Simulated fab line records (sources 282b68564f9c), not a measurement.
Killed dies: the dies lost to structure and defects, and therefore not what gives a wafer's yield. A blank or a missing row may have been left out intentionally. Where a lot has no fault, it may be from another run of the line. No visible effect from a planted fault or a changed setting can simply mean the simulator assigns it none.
fab line records	flow rit-cmos
record lots=14	wafers=42	last-day=7
route steps=202 shown ACTIVE@2 NWELL@37 NRETRO@62 PRETRO@70 M1@202
lots that met no fault: from a run of the same line without faults
start-h: hours from the record's opening day to when the first of the lot's shown wafers began	wait-h: hours from the lot's prior step to this one	" repeats the value in the row above	L1.1+2: one row covering several wafers at once	- no value, or no start was given	* or withheld: withheld	< > ~ a bound
route shown NAME@n: names a module that has steps shown in the file, with the first one's number in the route	usual: mean/standard deviation taken from wafers without a fault	same: alike in all rows	chamber/n: place in a boat	sites: each site's reading	_std_site: the standard deviation of these	_edge_site: the outer-site mean with the inner-site mean subtracted	radius-mm: how far each site lies from the wafer's centre	mask NAME#n: copy n	behind: the last tool/chamber to shape the wafer	hold: reason for holding the lot/hours on hold/outcome of the hold	device: whichever transistor did not switch (one of n, p or np)	end of line: tests run on the same wafers once the route is complete	where a step has no rows: the recipe by itself	killed: count of dies lost to structure and defects at first sort (not the wafer's yield)	map: per-die view of a wafer (x killed, . not killed, _ where there is no die)
set.NAME: the setting the step ran with; set.NAME@STEP: the setting that earlier step ran with	model.NAME: the simulator's own value behind a step, which no gauge read
the route's steps for a sample of lots (tables are steps, rows are wafers)
services: a tool's chamber out of use, with start hour (start-h, from the record's first day; less than 0 if before it), hours out, and reason
## steps
# step RIT_ACTIVE_OXIDATION_01
# recipe temp-c=1000	ambient=O2	target-thk-a=468	ox-time-s=3513
# usual zone-power-source-pct=30.8/0.46
# same ox-time-s=3513
lot.wafer	tool	chamber	start-h	wait-h	zone-power-source-pct
L272.3	furnace-02	0	10.12	0.1	30.5
L272.4	"	0	"	"	31.5
L272.6	"	0	"	"	30.4
L273.1	furnace-02	0	15.12	0.1	30.5
L273.3	"	0	"	"	30.5
L273.6	"	0	"	"	30.2
L274.1	furnace-04	0	20.12	0.1	30.5
L274.2	"	0	"	"	30.5
L274.6	"	0	"	"	30.9
L275.2	furnace-01	0	25.52	0.5	31.3
L275.3	"	0	"	"	30.8
L275.5	"	0	"	"	30.9
L277.3	furnace-01	0	35.12	0.1	32.0
L277.4	"	0	"	"	31.5
L277.5	"	0	"	"	31.6
L279.1	furnace-01	0	45.12	0.1	31.0
L279.3	"	0	"	"	31.5
L279.4	"	0	"	"	31.1
L280.1	furnace-04	0	51.26	1.2	31.4
L280.2	"	0	"	"	30.7
L280.4	"	0	"	"	30.8
L282.3	furnace-02	0	60.12	0.1	30.3
L282.4	"	0	"	"	30.6
L282.6	"	0	"	"	31.2
L283.4	furnace-04	0	65.12	0.0	29.8
L283.5	"	0	"	"	30.8
L283.6	"	0	"	"	30.7
L284.3	furnace-02	0	70.12	0.1	30.2
L284.4	"	0	"	"	30.8
L284.5	"	0	"	"	30.1
L285.2	furnace-01	0	75.12	0.1	31.3
L285.3	"	0	"	"	31.4
L285.5	"	0	"	"	31.1
L289.2	furnace-02	0	95.12	0.1	30.8
L289.4	"	0	"	"	30.6
L289.6	"	0	"	"	30.2
L290.3	furnace-02	0	100.29	0.1	31.0
L290.5	"	0	"	"	30.7
L290.6	"	0	"	"	30.3
L292.1	furnace-01	0	110.12	0.1	31.7
L292.2	"	0	"	"	31.4
L292.4	"	0	"	"	31.7
# step RIT_ACTIVE_THK_MEAS_02
# recipe reads=SiO2_of_ACTIVE_OXIDATION_01
# usual ACTIVE_OXIDE_THK=48.1/0.9
lot.wafer	tool	chamber	start-h	wait-h	ACTIVE_OXIDE_THK[nm]
L272.3	film-metro-01	-	12.07	0.0	48.1
L272.4	"	-	"	"	48.5
L272.6	"	-	"	"	49.1
L273.1	film-metro-02	-	17.05	0.0	49.1
L273.3	"	-	"	"	48.6
L273.6	"	-	"	"	48.5
L274.1	film-metro-01	-	22.05	0.0	47.9
L274.2	"	-	"	"	47.3
L274.6	"	-	"	"	47.7
L275.2	film-metro-01	-	27.46	0.0	47.4
L275.3	"	-	"	"	47.5
L275.5	"	-	"	"	47.7
L277.3	film-metro-03	-	37.07	0.0	49.2
L277.4	"	-	"	"	49.2
L277.5	"	-	"	"	49.6
L279.1	film-metro-01	-	47.05	0.0	49.1
L279.3	"	-	"	"	50.1
L279.4	"	-	"	"	49.5
L280.1	film-metro-03	-	53.20	0.0	48.1
L280.2	"	-	"	"	48.0
L280.4	"	-	"	"	47.9
L282.3	film-metro-03	-	62.07	0.0	47.6
L282.4	"	-	"	"	48.5
L282.6	"	-	"	"	47.5
L283.4	film-metro-02	-	67.08	0.0	49.7
L283.5	"	-	"	"	49.4
L283.6	"	-	"	"	49.4
L284.3	film-metro-01	-	72.07	0.0	47.6
L284.4	"	-	"	"	47.4
L284.5	"	-	"	"	47.4
L285.2	film-metro-02	-	77.06	0.0	49.1
L285.3	"	-	"	"	48.6
L285.5	"	-	"	"	47.9
L289.2	film-metro-02	-	97.06	0.0	55.0
L289.4	"	-	"	"	54.6
L289.6	"	-	"	"	55.0
L290.3	film-metro-03	-	102.25	0.0	55.0
L290.5	"	-	"	"	55.0
L290.6	"	-	"	"	54.7
L292.1	film-metro-01	-	112.05	0.0	47.7
L292.2	"	-	"	"	47.5
L292.4	"	-	"	"	46.9
# step RIT_NWELL_STRIP_09
# recipe chemistry=O2	time-s=180	resist=NOVOLAK	platen-temp-c=withheld	power-w=500	pressure-mtorr=4000	o2-flow-sccm=4000
# usual drypump-motor-current-A=5.8/0.51	rf-refl-power-W=7.9/0.91
lot.wafer	tool	chamber	start-h	wait-h	drypump-motor-current-A	rf-hours-counter-h	rf-refl-power-W
L272.3	plasma-asher-03	0	20.88	0.1	6.5	-	8.1
L272.4	"	1	"	"	5.7	-	7.3
L272.6	"	0	"	"	6.5	-	8.2
L273.1	plasma-asher-03	1	25.85	0.1	5.7	23	7.4
L273.3	"	1	"	"	5.7	-	7.4
L273.6	"	1	"	"	5.7	-	7.5
L274.1	plasma-asher-03	1	31.59	0.1	5.7	24	7.3
L274.2	"	0	"	"	6.5	24	7.9
L274.6	"	1	"	"	5.7	-	7.1
L275.2	plasma-asher-03	0	37.33	0.1	6.5	24	8.0
L275.3	"	1	"	"	5.7	-	7.5
L275.5	"	1	"	"	5.7	-	7.5
L277.3	plasma-asher-04	0	45.69	0.1	5.5	-	8.1
L277.4	"	1	"	"	6.3	-	7.8
L277.5	"	0	"	"	5.6	-	7.9
L279.1	plasma-asher-01	1	57.02	0.1	5.2	36	9.7
L279.3	"	1	"	"	5.2	-	10.1
L279.4	"	0	"	"	5.3	-	6.7
L280.1	plasma-asher-03	0	61.74	0.1	6.5	28	8.5
L280.2	"	1	"	"	5.7	28	7.9
L280.4	"	1	"	"	5.7	-	7.5
L282.3	plasma-asher-01	1	70.83	0.1	5.2	-	10.1
L282.4	"	0	"	"	5.3	-	6.7
L282.6	"	0	"	"	5.3	-	6.7
L283.4	plasma-asher-03	1	76.02	0.1	5.7	-	7.4
L283.5	"	0	"	"	6.5	-	8.3
L283.6	"	1	"	"	5.7	-	7.5
L284.3	plasma-asher-04	1	81.95	0.1	6.3	-	7.8
L284.4	"	0	"	"	5.6	-	7.9
L284.5	"	1	"	"	6.3	-	7.8
L285.2	plasma-asher-03	1	86.47	0.1	5.7	31	7.3
L285.3	"	1	"	"	5.7	-	7.7
L285.5	"	0	"	"	6.6	-	8.0
L289.2	plasma-asher-01	0	106.25	0.1	5.3	42	6.6
L289.4	"	0	"	"	5.3	-	6.6
L289.6	"	0	"	"	5.3	-	6.5
L290.3	plasma-asher-03	0	111.88	0.1	6.6	-	8.5
L290.5	"	1	"	"	5.7	-	7.6
L290.6	"	0	"	"	6.5	-	8.0
L292.1	plasma-asher-03	1	122.30	0.1	5.7	35	7.4
L292.2	"	0	"	"	6.5	35	8.1
L292.4	"	0	"	"	6.5	-	7.9
# step RIT_NRETRO_STRIP_09
# recipe chemistry=O2	time-s=180	resist=NOVOLAK	platen-temp-c=withheld	power-w=500	pressure-mtorr=4000	o2-flow-sccm=4000
# usual drypump-motor-current-A=5.6/0.53	rf-refl-power-W=7.0/1.6
lot.wafer	tool	chamber	start-h	wait-h	drypump-motor-current-A	rf-hours-counter-h	rf-refl-power-W
L272.3	plasma-asher-01	1	29.58	0.1	5.2	-	9.6
L272.4	"	0	"	"	5.3	-	6.8
L272.6	"	0	"	"	5.3	-	6.5
L273.1	plasma-asher-02	1	34.69	0.1	5.2	41	5.6
L273.3	"	0	"	"	5.2	-	4.6
L273.6	"	0	"	"	5.2	-	4.7
L274.1	plasma-asher-03	1	40.14	0.1	5.7	25	7.3
L274.2	"	0	"	"	6.5	25	8.3
L274.6	"	0	"	"	6.5	-	8.1
L275.2	plasma-asher-02	1	46.03	0.1	5.2	42	5.4
L275.3	"	1	"	"	5.2	-	5.6
L275.5	"	1	"	"	5.2	-	5.6
L277.3	plasma-asher-03	1	55.06	0.1	5.7	-	7.5
L277.4	"	0	"	"	6.5	-	8.3
L277.5	"	0	"	"	6.5	-	8.5
L279.1	plasma-asher-02	0	65.80	0.1	5.2	44	4.5
L279.3	"	0	"	"	5.2	-	4.4
L279.4	"	1	"	"	5.2	-	5.6
L280.1	plasma-asher-03	1	70.41	0.1	5.7	29	7.4
L280.2	"	0	"	"	6.6	29	8.2
L280.4	"	0	"	"	6.5	-	8.2
L282.3	plasma-asher-01	1	79.60	0.1	5.2	-	9.6
L282.4	"	0	"	"	5.3	-	6.8
L282.6	"	0	"	"	5.3	-	6.8
L283.4	plasma-asher-02	1	84.97	0.1	5.2	-	5.6
L283.5	"	1	"	"	5.1	-	5.5
L283.6	"	0	"	"	5.2	-	4.2
L284.3	plasma-asher-03	1	90.45	0.1	5.7	-	7.4
L284.4	"	0	"	"	6.5	-	8.3
L284.5	"	1	"	"	5.7	-	7.5
L285.2	plasma-asher-03	1	95.11	0.1	5.7	31	7.6
L285.3	"	1	"	"	5.7	-	7.2
L285.5	"	1	"	"	5.7	-	7.6
L289.2	plasma-asher-03	1	115.02	0.1	5.7	34	7.4
L289.4	"	0	"	"	6.5	-	8.0
L289.6	"	1	"	"	5.7	-	7.3
L290.3	plasma-asher-03	1	120.43	0.1	5.7	-	7.5
L290.5	"	1	"	"	5.7	-	7.6
L290.6	"	0	"	"	6.5	-	8.4
L292.1	plasma-asher-02	0	130.87	0.1	5.2	51	4.5
L292.2	"	1	"	"	5.2	51	5.3
L292.4	"	0	"	"	5.2	-	4.7
# step RIT_PRETRO_OVL_MEAS_06
# usual PRETRO_OVL=0.3/1.5
lot.wafer	tool	chamber	start-h	wait-h	PRETRO_OVL[nm]
L272.3	overlay-02	-	30.77	-	0.2
L272.4	"	-	"	"	1.0
L272.6	"	-	"	"	-1.8
L273.1	overlay-01	-	35.93	-	1.2
L273.3	"	-	"	"	0.3
L273.6	"	-	"	"	0.2
L274.1	overlay-02	-	41.43	-	-0.9
L274.2	"	-	"	"	-0.1
L274.6	"	-	"	"	-1.1
L275.2	overlay-02	-	47.15	-	-1.3
L275.3	"	-	"	"	-1.4
L275.5	"	-	"	"	-0.1
L277.3	overlay-02	-	56.13	-	0.3
L277.4	"	-	"	"	0.3
L277.5	"	-	"	"	-1.0
L279.1	overlay-02	-	66.91	-	0.9
L279.3	"	-	"	"	-0.2
L279.4	"	-	"	"	0.1
L280.1	overlay-01	-	71.65	-	1.1
L280.2	"	-	"	"	0.8
L280.4	"	-	"	"	0.5
L282.3	overlay-01	-	80.85	-	-2.2
L282.4	"	-	"	"	-1.4
L282.6	"	-	"	"	0.5
L283.4	overlay-01	-	86.26	-	-0.4
L283.5	"	-	"	"	-0.3
L283.6	"	-	"	"	1.0
L284.3	overlay-02	-	91.57	-	0.0
L284.4	"	-	"	"	0.3
L284.5	"	-	"	"	1.0
L285.2	overlay-01	-	96.35	-	0.7
L285.3	"	-	"	"	-0.4
L285.5	"	-	"	"	-0.9
L289.2	overlay-01	-	116.26	-	1.5
L289.4	"	-	"	"	1.1
L289.6	"	-	"	"	0.3
L290.3	overlay-02	-	121.63	-	-0.2
L290.5	"	-	"	"	0.5
L290.6	"	-	"	"	-0.1
L292.1	overlay-01	-	132.11	-	-1.0
L292.2	"	-	"	"	-1.0
L292.4	"	-	"	"	-2.2
# step RIT_M1_PROBE_99
# usual killed-at-contacts=0.1/0.31	killed-at-front-end=6.3/3	killed-dies=6.4/3	killed-open=3/1.9	killed-short=3.4/1.9
# same gross-dies=264	killed_at_M0_to_M3=0	killed_at_M4_up=0	killed-at-back-side=0	killed-at-other=0
lot.wafer	tool	chamber	start-h	wait-h	killed-at-contacts	killed-at-front-end	killed-dies	killed-open	killed-short
L272.3	prober-01	-	56.61	0.2	0	6	6	4	2
L272.4	prober-01	-	56.66	0.2	0	9	9	4	5
L272.6	prober-01	-	56.76	0.2	1	4	5	4	1
L273.1	prober-02	-	61.52	0.1	1	8	9	3	6
L273.3	prober-02	-	61.62	0.2	0	15	15	7	8
L273.6	prober-02	-	61.77	0.2	0	5	5	1	4
L274.1	prober-01	-	68.44	0.1	0	8	8	3	5
L274.2	prober-01	-	68.49	0.1	0	6	6	3	3
L274.6	prober-01	-	68.69	0.2	0	7	7	1	6
L275.2	prober-02	-	73.60	0.1	0	3	3	2	1
L275.3	prober-02	-	73.65	0.2	0	8	8	4	4
L275.5	prober-02	-	73.75	0.2	0	6	6	1	5
L277.3	prober-02	-	83.29	0.2	0	6	6	3	3
L277.4	prober-02	-	83.34	0.2	0	6	6	2	4
L277.5	prober-02	-	83.39	0.2	0	5	5	2	3
L279.1	prober-02	-	93.50	0.1	0	5	5	4	1
L279.3	prober-02	-	93.60	0.2	0	2	2	1	1
L279.4	prober-02	-	93.65	0.2	0	10	10	3	7
L280.1	prober-01	-	97.59	0.1	0	7	7	1	5
L280.2	prober-01	-	97.64	0.1	0	10	10	7	3
L280.4	prober-01	-	97.74	0.2	0	7	7	2	5
L282.3	prober-01	-	107.32	0.2	0	8	8	4	4
L282.4	prober-01	-	107.37	0.2	0	11	11	5	6
L282.6	prober-01	-	107.47	0.2	0	10	10	4	6
L283.4	prober-02	-	113.97	0.2	0	7	7	2	5
L283.5	prober-02	-	114.02	0.2	0	9	9	5	4
L283.6	prober-02	-	114.07	0.2	0	3	3	1	2
L284.3	prober-01	-	120.03	0.2	0	11	11	7	4
L284.4	prober-01	-	120.08	0.2	1	8	9	3	6
L284.5	prober-01	-	120.13	0.2	0	9	9	6	2
L285.2	prober-02	-	124.92	0.1	0	5	5	2	3
L285.3	prober-02	-	124.97	0.2	0	3	3	2	1
L285.5	prober-02	-	125.07	0.2	0	9	9	3	6
L289.2	prober-02	-	147.06	0.1	0	8	8	4	4
L289.4	prober-02	-	147.16	0.2	0	12	12	5	7
L289.6	prober-02	-	147.26	0.2	0	6	6	1	5
L290.3	prober-01	-	152.73	0.2	1	5	6	3	3
L290.5	prober-01	-	152.83	0.2	0	2	2	0	2
L290.6	prober-01	-	152.88	0.2	0	11	11	4	7
L292.1	prober-01	-	161.92	0.1	0	7	7	6	1
L292.2	prober-01	-	161.97	0.1	0	3	3	1	2
L292.4	prober-01	-	162.07	0.2	0	15	15	7	8
# killed by level:class
L272.3 GATE:geometric-particle:open=2 FOX1:geometric-particle:short=1 FOX1:geometric-particle:open=1 GATE:geometric-particle:short=1 SILICIDE:geometric-particle:open=1
L272.4 GATE:geometric-particle:short=4 GATE:geometric-particle:open=2 FOX1:geometric-particle:short=1 FOX1:geometric-particle:open=1 REOX:geometric-particle:open=1
L272.6 GATE:geometric-particle:open=2 FOX2:geometric-particle:open=1 GATE:geometric-particle:short=1 CONTACT:geometric-particle:open=1
L273.1 FOX1:geometric-particle:short=2 REOX:geometric-particle:open=2 REOX:geometric-particle:short=2 GATE:geometric-particle:open=1 SPACER:geometric-particle:short=1 CONTACT:geometric-particle:short=1
L273.3 REOX:geometric-particle:open=3 REOX:geometric-particle:short=3 FOX1:geometric-particle:short=2 GATE:geometric-particle:short=2 GATE:geometric-particle:open=2 FOX1:geometric-particle:open=1 SPACER:geometric-particle:open=1 SILICIDE:geometric-particle:short=1
L273.6 SPACER:geometric-particle:short=2 FOX1:geometric-particle:open=1 GATE:geometric-particle:short=1 REOX:geometric-particle:short=1
L274.1 SPACER:geometric-particle:short=3 SPACER:geometric-particle:open=2 FOX1:geometric-particle:open=1 GATE:geometric-particle:short=1 REOX:geometric-particle:short=1
L274.2 GATE:geometric-particle:open=2 SPACER:geometric-particle:short=2 FOX2:geometric-particle:short=1 SILICIDE:geometric-particle:open=1
L274.6 SPACER:geometric-particle:short=3 GATE:geometric-particle:short=2 GATE:geometric-particle:open=1 REOX:geometric-particle:short=1
L275.2 FOX1:geometric-particle:open=2 SPACER:geometric-particle:short=1
L275.3 FOX1:geometric-particle:short=2 GATE:geometric-particle:open=2 ACTIVE:geometric-particle:open=1 FOX2:geometric-particle:open=1 FOX2:geometric-particle:short=1 SPACER:geometric-particle:short=1
L275.5 FOX1:geometric-particle:short=2 FOX2:geometric-particle:short=1 GATE:geometric-particle:short=1 SPACER:geometric-particle:open=1 SILICIDE:geometric-particle:short=1
L277.3 GATE:geometric-particle:open=2 GATE:geometric-particle:short=2 FOX1:geometric-particle:open=1 SILICIDE:geometric-particle:short=1
L277.4 FOX1:geometric-particle:short=2 FOX1:geometric-particle:open=1 GATE:geometric-particle:short=1 REOX:geometric-particle:short=1 REOX:geometric-particle:open=1
L277.5 FOX2:geometric-particle:open=1 FOX2:geometric-particle:short=1 GATE:geometric-particle:short=1 SILICIDE:geometric-particle:short=1 SILICIDE:geometric-particle:open=1
L279.1 REOX:geometric-particle:open=2 FOX1:geometric-particle:short=1 FOX1:geometric-particle:open=1 GATE:geometric-particle:open=1
L279.3 REOX:geometric-particle:short=1 SILICIDE:geometric-particle:open=1
L279.4 SPACER:geometric-particle:short=3 FOX1:geometric-particle:short=2 FOX1:geometric-particle:open=1 GATE:geometric-particle:short=1 GATE:geometric-particle:open=1 REOX:geometric-particle:open=1 REOX:geometric-particle:short=1
L280.1 GATE:geometric-particle:short=2 REOX:geometric-particle:short=2 GATE:geometric-particle:open=1 SILICIDE:geometric-particle:short=1 NLDD:coat-microbubble-printed=1
L280.2 REOX:geometric-particle:open=4 FOX1:geometric-particle:open=1 GATE:geometric-particle:open=1 REOX:geometric-particle:short=1 SPACER:geometric-particle:short=1 SPACER:geometric-particle:open=1 SILICIDE:geometric-particle:short=1
L280.4 FOX1:geometric-particle:short=1 FOX2:geometric-particle:short=1 GATE:geometric-particle:open=1 GATE:geometric-particle:short=1 SPACER:geometric-particle:short=1 SILICIDE:geometric-particle:open=1 SILICIDE:geometric-particle:short=1
L282.3 FOX2:geometric-particle:short=2 FOX1:geometric-particle:short=1 FOX2:geometric-particle:open=1 GATE:geometric-particle:short=1 GATE:geometric-particle:open=1 REOX:geometric-particle:open=1 SPACER:geometric-particle:open=1
L282.4 GATE:geometric-particle:open=2 REOX:geometric-particle:short=2 SILICIDE:geometric-particle:short=2 FOX1:geometric-particle:open=1 FOX2:geometric-particle:short=1 REOX:geometric-particle:open=1 SPACER:geometric-particle:short=1 SPACER:geometric-particle:open=1
L282.6 GATE:geometric-particle:open=3 FOX2:geometric-particle:short=2 GATE:geometric-particle:short=2 REOX:geometric-particle:open=1 SPACER:geometric-particle:short=1 SILICIDE:geometric-particle:short=1
L283.4 GATE:geometric-particle:short=2 REOX:geometric-particle:short=2 SILICIDE:geometric-particle:open=2 FOX1:geometric-particle:short=1
L283.5 GATE:geometric-particle:open=3 GATE:geometric-particle:short=2 REOX:geometric-particle:short=2 FOX2:geometric-particle:open=1 REOX:geometric-particle:open=1
L283.6 FOX1:geometric-particle:short=1 GATE:geometric-particle:open=1 REOX:geometric-particle:short=1
L284.3 GATE:geometric-particle:open=4 REOX:geometric-particle:open=2 SPACER:geometric-particle:short=2 FOX1:geometric-particle:short=1 FOX2:geometric-particle:open=1 SILICIDE:geometric-particle:short=1
L284.4 GATE:geometric-particle:short=3 REOX:geometric-particle:open=2 FOX1:geometric-particle:short=1 GATE:geometric-particle:open=1 REOX:geometric-particle:short=1 CONTACT:geometric-particle:short=1
L284.5 GATE:geometric-particle:open=2 SPACER:geometric-particle:open=2 FOX1:geometric-particle:short=1 FOX1:geometric-particle:open=1 REOX:geometric-particle:short=1 REOX:geometric-particle:open=1 PWELL:coat-microbubble-printed=1
L285.2 FOX1:geometric-particle:short=1 FOX2:geometric-particle:short=1 GATE:geometric-particle:open=1 GATE:geometric-particle:short=1 REOX:geometric-particle:open=1
L285.3 GATE:geometric-particle:open=1 REOX:geometric-particle:open=1 SILICIDE:geometric-particle:short=1
L285.5 FOX2:geometric-particle:short=2 FOX1:geometric-particle:short=1 FOX1:geometric-particle:open=1 GATE:geometric-particle:short=1 GATE:geometric-particle:open=1 REOX:geometric-particle:open=1 REOX:geometric-particle:short=1 SILICIDE:geometric-particle:short=1
L289.2 SILICIDE:geometric-particle:short=3 FOX1:geometric-particle:short=1 FOX1:geometric-particle:open=1 REOX:geometric-particle:open=1 SPACER:geometric-particle:open=1 SILICIDE:geometric-particle:open=1
L289.4 FOX1:geometric-particle:open=3 REOX:geometric-particle:short=3 GATE:geometric-particle:short=2 FOX1:geometric-particle:short=1 FOX2:geometric-particle:short=1 GATE:geometric-particle:open=1 SILICIDE:geometric-particle:open=1
L289.6 GATE:geometric-particle:short=4 FOX1:geometric-particle:short=1 SILICIDE:geometric-particle:open=1
L290.3 GATE:geometric-particle:open=2 GATE:geometric-particle:short=1 REOX:geometric-particle:open=1 SILICIDE:geometric-particle:short=1 CONTACT:geometric-particle:short=1
L290.5 REOX:geometric-particle:short=1 SPACER:geometric-particle:short=1
L290.6 GATE:geometric-particle:short=5 GATE:geometric-particle:open=2 SILICIDE:geometric-particle:short=2 REOX:geometric-particle:open=1 SILICIDE:geometric-particle:open=1
L292.1 GATE:geometric-particle:open=4 REOX:geometric-particle:open=1 SPACER:geometric-particle:open=1 SPACER:geometric-particle:short=1
L292.2 FOX1:geometric-particle:short=1 REOX:geometric-particle:short=1 SPACER:geometric-particle:open=1
L292.4 GATE:geometric-particle:short=5 GATE:geometric-particle:open=4 FOX1:geometric-particle:short=1 FOX1:geometric-particle:open=1 FOX2:geometric-particle:short=1 FOX2:geometric-particle:open=1 SPACER:geometric-particle:open=1 SILICIDE:geometric-particle:short=1
## services
tool	chamber	start-h	hours	kind
plasma-asher-03	-	7.97	3.3	repair
plasma-asher-02	-	23.58	2.8	pm
furnace-01	-	54.76	3.2	pm
plasma-asher-04	-	57.82	14.6	pm
plasma-asher-04	-	74.78	2.2	repair
plasma-asher-02	-	77.73	3.1	repair
furnace-02	-	97.05	3.2	pm
plasma-asher-01	-	98.54	2.8	pm
plasma-asher-01	-	108.75	9.0	pm
plasma-asher-01	0	108.75	9.5	vent-cycle
plasma-asher-01	1	108.75	9.5	vent-cycle
plasma-asher-01	-	109.09	9.1	repair
plasma-asher-04	-	114.19	2.8	repair
plasma-asher-01	0	117.75	-	clean
plasma-asher-01	1	117.75	-	clean
plasma-asher-04	-	129.31	4.3	pm
## key
first-sign step=RIT_ACTIVE_THK_MEAS_02	reading=ACTIVE_OXIDE_THK	direction=up	sigmas=7.5	usual=48.1	struck=54.9
effect none on later readings
met-at RIT_ACTIVE_OXIDATION_01
struck-lots L289,L290
tester-left-out L289,L290
not-acting-at RIT_NWELL_STRIP_09,RIT_NRETRO_STRIP_09,RIT_PRETRO_OVL_MEAS_06
onset-between 70.12 95.12
fault kind=process-parameter-drift	tool=furnace-02	chamber=-	onset-h=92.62	steps=RIT_ACTIVE_OXIDATION_01	channel=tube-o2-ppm	offset=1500	shape=step	end-h=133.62
# tester-left-out: of these lots the tester's yield and bins aren't shown, on N5 and GAA mostly nor the transistor test; their killed dies are dies lost to structure and defects alone, not to doping, threshold or leakage, so they don't give the yield
